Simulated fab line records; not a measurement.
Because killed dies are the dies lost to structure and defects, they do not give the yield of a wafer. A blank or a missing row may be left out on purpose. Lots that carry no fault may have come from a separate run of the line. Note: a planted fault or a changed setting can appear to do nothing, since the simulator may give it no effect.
Problem report, 8D (eight disciplines) form, completed by code | flow rit_cmos | the parts of the form that need people (team, actions taken, sign-off) are left out

## 1. WHAT WENT WRONG
Wafers free of any fault read -0.3 nm (standard deviation 1.5) for PRETRO_OVL at RIT_PRETRO_OVL_MEAS_06, against a mean of 128.9 nm on 12 wafers of 4 lots. Measured from the usual mean, that is +86 standard deviations.
Earliest sighting: wafer L459.2 on overlay-01 at day 3 13:43. The record has a number at this step for 48 wafers belonging to 16 lots. The rule behind "out" and "out of limits": a value lying over 4 standard deviations away from the usual mean. The other wafers with a number count as sound.

## 2. WHAT IT IS AND WHAT IT IS NOT
question                    | is                     | is not
which readings at this step | PRETRO_OVL             | -
which lots                  | L459, L460, L461, L463 | L453, L454, L456, L458, L462, L464, L468, L469, L472, L473, L474, L476
which wafers of those lots  | all that have a number | -
read on which gauges        | overlay-01, overlay-02 | -
when                        | from day 3 13:43       | up to then (12 sound wafers); but 24 sound wafers of L462, L464, L468, L469, L472, L473, L474, L476 came after

## 3. WHAT RULES OUT EACH SUSPECT
Counting: any tool at a process step up to the reading is kept as a suspect provided that every lot that is out went through it and no sound lot did after the first of them.
- the gauge at RIT_PRETRO_OVL_MEAS_06: ruled out. Those wafers that are out were read across 2 gauges (overlay-01, overlay-02).
- iline_stepper-01 at RIT_PRETRO_EXPOSE_03 (exposes mask M5, target cd 43700 nm): kept. It ran every lot that is out, first L459 (day 3 13:17), and no sound lot after that; its last sound lot up to then is L458 (day 3 08:10).
Left after counting: iline_stepper-01 at RIT_PRETRO_EXPOSE_03.

## 4. THE CAUSE (what the simulator had put in)
Scanner matching overlay: iline_stepper-01, from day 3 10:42 on, at RIT_PRETRO_EXPOSE_03. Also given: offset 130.
Counting left only this tool.

## 5. SEQUENCE OF EFFECTS, ordered by route
Each row: a reading whose mean over the struck wafers that have a number lies more than 3 standard deviations from the usual. Readings are gone through only where the record gives a usual standard deviation; hours: the median, over the lots, of the time from a lot's start at the first step in this table giving one to that lot's start at this step; sigmas: the change measured in usual standard deviations.
hours | step                   | reading    | usual   | on struck wafers | change | sigmas
0     | RIT_PRETRO_OVL_MEAS_06 | PRETRO_OVL | -0.3 nm | 128.9            | +129.2 | +86
Later measuring or inspecting steps at which every struck wafer that the step has a row for has a number for every such reading, and none has moved that far: RIT_PLDD_OVL_MEAS_06, RIT_CONTACT_CD_MEAS_90.

## 6. HOW IT WOULD HAVE BEEN CAUGHT EARLIER
Counted from the fault's start at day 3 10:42, it took 3 hours until the first out-of-limits reading at a measuring or inspecting step in this record, taken at day 3 13:43.
Tool readings at RIT_PRETRO_EXPOSE_03 with a usual standard deviation given in the record: none out on any struck wafer, hence no alarm at a limit of 4 standard deviations on them.
L460, L461, L463, from the lots that are out (4), started RIT_PRETRO_EXPOSE_03 on iline_stepper-01 later than day 3 13:43. A hold on the tool at that time would have spared those 3.
